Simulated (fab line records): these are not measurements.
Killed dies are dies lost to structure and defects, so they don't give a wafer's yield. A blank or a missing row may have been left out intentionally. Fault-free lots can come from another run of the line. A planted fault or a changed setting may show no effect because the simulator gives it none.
fab line records -- flow berkeley_cmos170
[record] lots = 15, wafers = 45, last_day = 12
route steps=331 shown PSD@186
lots untouched by any fault: they come from a run of this same line in which no faults occurred
start_h: the number of hours between the record's first day and the start of the first shown wafer of the lot -- wait_h: hours elapsed since this lot's preceding step -- " identical to the entry in the row above -- L1.1+2: several wafers, shown together as one row -- - no value, or no start given -- * or withheld: withheld -- < > ~ a bound
route shown NAME@n: names a module that has steps shown in the file, with the first one's number in the route -- usual: mean and standard deviation over wafers with no fault -- same: alike in all rows -- chamber/n: place in a boat -- sites: the reading at each site -- _std_site: the values' standard deviation -- _edge_site: the outer-site mean with the inner-site mean subtracted -- radius_mm: how far each site lies from the wafer's centre -- mask NAME#n: copy n -- behind: the most recent tool/chamber to have shaped the wafer -- hold: the reason the lot was held/the length of the hold in hours/how it ended -- device: transistor that didn't switch, given as n, p or np -- end of line: tests of these same wafers at the route's end -- where a step has no rows: the recipe by itself -- killed: at the first sort, the dies lost to defects and structure; wafer yield is something else -- map: a wafer's dies, marking killed ones x, the rest . and places with no die _
set.NAME: the setting that was run; set.NAME@STEP: the one run at that earlier step -- model.NAME: the simulator's own value behind a step, which no gauge read
a sample of lots followed through the steps of the route, with each step as a table and each wafer as a row
services: from which hour (start_h, from the record's first day; less than 0 if before it) a tool's chamber was out of use, for how many hours, and why
[[steps]]
[step UCB170_PSD_CLEAN_11]
[recipe] chemistry = SPM, temp_c = 120, time_s = 600
[usual] bath_guard_temp_C = 120.3/0.32, bath_heat_duty_pct = 12.9/1.5, temp_c = 119.96/0.13
lot.wafer,tool,chamber,start_h,wait_h,bath_guard_temp_C,bath_heat_duty_pct,temp_c
L695.1,wet_bench-01,3,155.06,0.1,120.2,12.7,120.09
L695.2,wet_bench-01,3,155.06,0.1,120.1,14.2,120.10
L695.4,wet_bench-01,3,155.06,0.1,120.0,12.9,120.19
L699.1,wet_bench-02,1,177.79,0.1,120.6,13.3,119.92
L699.3,wet_bench-02,1,177.79,0.1,120.5,14.7,119.93
L699.6,wet_bench-02,1,177.79,0.1,120.6,15.4,119.81
L697.2,wet_bench-02,2,177.97,0.0,120.1,13.2,120.08
L697.3,wet_bench-02,2,177.97,0.0,119.8,12.7,120.08
L697.5,wet_bench-02,2,177.97,0.0,120.2,11.7,120.04
L698.1,wet_bench-03,3,178.13,0.1,119.7,12.9,120.02
L698.2,wet_bench-03,3,178.13,0.1,119.6,11.3,119.86
L698.5,wet_bench-03,3,178.13,0.1,120.3,12.0,119.96
L700.2,wet_bench-03,0,181.62,0.0,120.5,13.6,120.03
L700.4,wet_bench-03,0,181.62,0.0,120.6,13.4,120.07
L700.5,wet_bench-03,0,181.62,0.0,120.2,13.1,119.97
L702.1,wet_bench-01,0,202.75,3.1,120.1,16.4,119.88
L702.2,wet_bench-01,0,202.75,3.1,119.9,14.5,119.92
L702.6,wet_bench-01,0,202.75,3.1,120.0,13.9,119.88
L704.2,wet_bench-01,1,202.75,3.0,120.4,12.0,119.98
L704.4,wet_bench-01,1,202.75,3.0,120.5,12.9,119.96
L704.6,wet_bench-01,1,202.75,3.0,120.5,11.9,119.75
L707.1,wet_bench-01,1,215.73,0.1,-,-,-
L707.3,wet_bench-01,1,215.73,0.1,-,-,-
L707.4,wet_bench-01,1,215.73,0.1,-,-,-
L709.3,wet_bench-01,2,226.58,0.3,-,-,-
L709.4,wet_bench-01,2,226.58,0.3,-,-,-
L709.6,wet_bench-01,2,226.58,0.3,-,-,-
L710.2,wet_bench-01,1,226.80,0.2,-,-,-
L710.3,wet_bench-01,1,226.80,0.2,-,-,-
L710.4,wet_bench-01,1,226.80,0.2,-,-,-
L712.1,wet_bench-01,1,243.07,0.5,120.1,12.2,119.87
L712.2,wet_bench-01,1,243.07,0.5,120.3,12.8,119.87
L712.4,wet_bench-01,1,243.07,0.5,120.3,11.7,119.76
L716.3,wet_bench-02,1,255.58,0.1,120.7,13.7,120.08
L716.4,wet_bench-02,1,255.58,0.1,120.9,15.0,119.86
L716.5,wet_bench-02,1,255.58,0.1,121.2,14.3,119.90
L715.1,wet_bench-02,0,255.93,0.2,120.6,13.4,119.98
L715.4,wet_bench-02,0,255.93,0.2,120.7,13.4,119.89
L715.6,wet_bench-02,0,255.93,0.2,120.6,14.2,119.91
L717.1,wet_bench-02,0,255.93,0.2,120.7,14.3,120.16
L717.4,wet_bench-02,0,255.93,0.2,120.6,14.7,120.01
L717.5,wet_bench-02,0,255.93,0.2,120.6,14.8,119.93
L718.3,wet_bench-01,2,267.86,0.0,120.6,11.3,119.86
L718.4,wet_bench-01,2,267.86,0.0,120.8,11.1,119.94
L718.6,wet_bench-01,2,267.86,0.0,120.4,11.0,119.97
[[services]]
tool,chamber,start_h,hours,kind
wet_bench-03,-,167.79,1.6,repair
wet_bench-02,-,236.17,0.6,repair
[[key]]
[first_sign] step = UCB170_PSD_CLEAN_11, reading = tool_record, direction = missing
effect none on later readings
met_at UCB170_PSD_CLEAN_11
struck_lots L707,L709,L710
tester_left_out L707,L709,L710
onset_between 202.75 215.73
[fault] kind = skipped_step_whole, tool = wet_bench-01, chamber = -, onset_h = 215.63, steps = UCB170_PSD_CLEAN_11, scope = struck_lots_only
// tester_left_out: of these lots the tester's yield and bins aren't shown, on N5 and GAA mostly nor the transistor test; their killed dies are dies lost to structure and defects alone, not to doping, threshold or leakage, so they don't give the yield
